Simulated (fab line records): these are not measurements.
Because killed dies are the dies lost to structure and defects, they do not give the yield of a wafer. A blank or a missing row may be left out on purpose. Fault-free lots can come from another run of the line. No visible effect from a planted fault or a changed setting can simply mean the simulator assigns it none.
Which tool is to blame? | flow rit_cmos | 42 wafers from 14 lots sampled at 3 of the route's 202 steps

## WHAT THE GAUGES READ, wafer by wafer
RIT_NWELL_TW_MEAS_10.
lot  | measured    | on            | NWELL_TW
L260 | day 1 20:53 | film_metro-03 | 2111 2130 2134
L262 | day 2 08:11 | film_metro-04 | 2129 2138 2127
L263 | day 2 12:03 | film_metro-04 | 2130 2117 2125
L264 | day 2 18:18 | film_metro-04 | 2140 2141 2119
L266 | day 3 03:26 | film_metro-01 | 2114 2122 2118
L268 | day 3 15:32 | film_metro-04 | 2145 2132 2133
L272 | day 4 09:17 | film_metro-03 | 2660 2658 2653
L274 | day 4 20:32 | film_metro-01 | 2134 2134 2135
L276 | day 5 05:19 | film_metro-01 | 2639 2635 2632
L279 | day 5 20:52 | film_metro-01 | 2127 2115 2121
L280 | day 6 01:40 | film_metro-01 | 2132 2125 2124
L281 | day 6 05:53 | film_metro-04 | 2131 2126 2125
L282 | day 6 10:56 | film_metro-01 | 2132 2124 2125
L283 | day 6 15:49 | film_metro-01 | 2129 2134 2123

RIT_WELLDRIVE_RS_MEAS_01: uses a four-point probe to measure.
lot  | measured    | on            | NWELL_RS (ohm/sq)
L260 | day 2 03:37 | film_metro-01 | 276.6 276.0 276.0
L262 | day 2 15:00 | film_metro-01 | 275.5 274.1 274.8
L263 | day 2 20:05 | film_metro-04 | 275.6 275.0 276.0
L264 | day 3 01:11 | film_metro-03 | 274.7 275.9 275.7
L266 | day 3 10:17 | film_metro-01 | 276.8 276.3 277.5
L268 | day 3 22:57 | film_metro-01 | 275.9 275.8 275.4
L272 | day 4 16:04 | film_metro-01 | 182.9 183.4 183.4
L274 | day 5 03:41 | film_metro-01 | 273.8 274.7 275.5
L276 | day 5 12:19 | film_metro-04 | 182.9 181.9 183.2
L279 | day 6 03:41 | film_metro-01 | 276.5 277.2 276.6
L280 | day 6 08:36 | film_metro-01 | 276.2 276.4 276.1
L281 | day 6 12:40 | film_metro-01 | 275.8 277.1 276.0
L282 | day 6 17:46 | film_metro-04 | 275.2 275.8 274.9
L283 | day 6 22:32 | film_metro-01 | 276.8 276.3 276.6

## WHAT TOOL EACH LOT RAN ON (gives the tool, then ch and the chambers of the sampled wafers, and finally the start)
lot  | RIT_NWELL_IMPLANT_08
L260 | implanter-04 ch 0, day 1 20:35
L262 | implanter-03 ch 0, day 2 07:52
L263 | implanter-04 ch 0, day 2 11:43
L264 | implanter-03 ch 0, day 2 17:59
L266 | implanter-04 ch 0, day 3 03:07
L268 | implanter-04 ch 0, day 3 15:13
L272 | implanter-03 ch 0, day 4 08:39
L274 | implanter-04 ch 0, day 4 20:13
L276 | implanter-02 ch 0, day 5 04:40
L279 | implanter-04 ch 0, day 5 20:33
L280 | implanter-02 ch 0, day 6 01:22
L281 | implanter-03 ch 0, day 6 05:34
L282 | implanter-03 ch 0, day 6 10:37
L283 | implanter-04 ch 0, day 6 15:31
- RIT_NWELL_IMPLANT_08

## AS READ BY THE TOOLS THEMSELVES (means over the sampled wafers that have a number; for cases with no such wafer, the mark the record gives instead)
RIT_NWELL_IMPLANT_08.
lot  | tool         | dose_ions_cm2
L260 | implanter-04 | 5e+13
L262 | implanter-03 | 5e+13
L263 | implanter-04 | 5e+13
L264 | implanter-03 | 5e+13
L266 | implanter-04 | 5e+13
L268 | implanter-04 | 5e+13
L272 | implanter-03 | 5e+13
L274 | implanter-04 | 5e+13
L276 | implanter-02 | 5e+13
L279 | implanter-04 | 5e+13
L280 | implanter-02 | 5e+13
L281 | implanter-03 | 5e+13
L282 | implanter-03 | 5e+13
L283 | implanter-04 | 5e+13

## THE ANSWER, worked out from the rows above alone
Rule: usual is defined by the lots themselves. The widest of any qualifying gaps counts: lots, ordered by their means at a reading, are off when they make up no more than a third of the lots, leave a main group of 4 or more, and stand apart from it by 3 or more times the standard deviation of that group's means. The tables above print the reading to a certain number of digits; a main group whose means all agree to those digits is not used. A lot without any number at a reading at which 4 lots or more have one is off too. Any other lot the step has rows for is counted as sound. Order of review: gauges by route order, followed by the tools' own readings, for which a lot's mean as printed above is used. The first step at which some lot is off is used, and at that step the reading that is off furthest; a lot without a number counts as furthest.
Off: at RIT_NWELL_TW_MEAS_10 (NWELL_TW), L272, L276. Main group: mean 2128, sd 5.3.
A tool fits if, at a process step before that reading, it ran every lot that is off, and no sound lot after the first of them. Gauges at RIT_NWELL_TW_MEAS_10: tried the same way as those tools. No candidate that was tried fits.

## WHAT THE SIMULATOR HAD PUT IN
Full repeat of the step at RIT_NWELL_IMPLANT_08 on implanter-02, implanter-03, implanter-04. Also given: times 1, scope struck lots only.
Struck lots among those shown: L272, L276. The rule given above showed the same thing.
